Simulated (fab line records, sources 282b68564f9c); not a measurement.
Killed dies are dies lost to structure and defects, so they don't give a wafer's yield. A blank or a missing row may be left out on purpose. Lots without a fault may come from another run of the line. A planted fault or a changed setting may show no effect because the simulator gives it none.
Problem report in the 8D (eight disciplines) form, filled by code | flow rit_cmos | the parts of the form that need people (team, actions taken, sign-off) are left out

1. THE PROBLEM
run_length_s at RIT_REOX_CLEAN_02 reads a mean of 595 s on 3 wafers of 1 lot; wafers without a fault read 629 s with a standard deviation of 4.3. That is -7.9 standard deviations from the usual mean.
The step: cleans in SC2, time 600 s.
First seen on wafer L915.1, day 6 02:59, on wet_bench-01. The record holds 39 wafers of 13 lots with a number at this step. Rule for "out", or "out of limits": more than 4 standard deviations from the usual mean. The other wafers with a number count as sound.

2. WHAT IT IS AND WHAT IT IS NOT
question                    | is                     | is not
which readings at this step | run_length_s           | -
which lots                  | L915                   | L898, L899, L901, L902, L903, L904, L905, L906, L910, L917, L919, L920
which wafers of those lots  | all that have a number | -
read on which tools         | wet_bench-01           | wet_bench-02, wet_bench-04
when                        | from day 6 02:59       | up to then (27 sound wafers); but 9 sound wafers of L917, L919, L920 came after

3. SUSPECTS, AND WHAT RULES EACH OUT
Counting: a tool at a process step up to the reading stays a suspect if it ran every lot that is out and no sound lot after the first of them.
- wet_bench-01 at RIT_REOX_CLEAN_02 (cleans in SC2, time 600 s): ruled out as a lasting fault. Sound lots L919, L920 ran on it after its first lot that is out, L915 (day 6 02:59).
Left after counting: nothing in the record.

4. THE CAUSE (what the simulator had put in)
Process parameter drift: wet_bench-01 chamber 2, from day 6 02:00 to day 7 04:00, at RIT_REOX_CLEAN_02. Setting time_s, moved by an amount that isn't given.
Counting ruled it out, wrongly.

5. THE CHAIN OF EFFECTS, in route order
Each row: a reading whose mean over the struck wafers that have a number lies more than 3 standard deviations from the usual. Only readings for which the record gives a usual standard deviation are gone through. hours: the time from each lot's start at the first step in this table that gives one to its start at this step, as a median over the lots. sigmas: the change in usual standard deviations.
hours | step              | reading      | usual | on struck wafers | change | sigmas
0     | RIT_REOX_CLEAN_02 | run_length_s | 629 s | 595              | -34    | -7.9
The process steps in it:
- RIT_REOX_CLEAN_02: cleans in SC2, time 600 s.

6. WHAT WOULD HAVE CAUGHT IT SOONER
In this record the first reading out of limits was taken at day 6 02:59, 1 hour after the fault began at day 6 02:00.
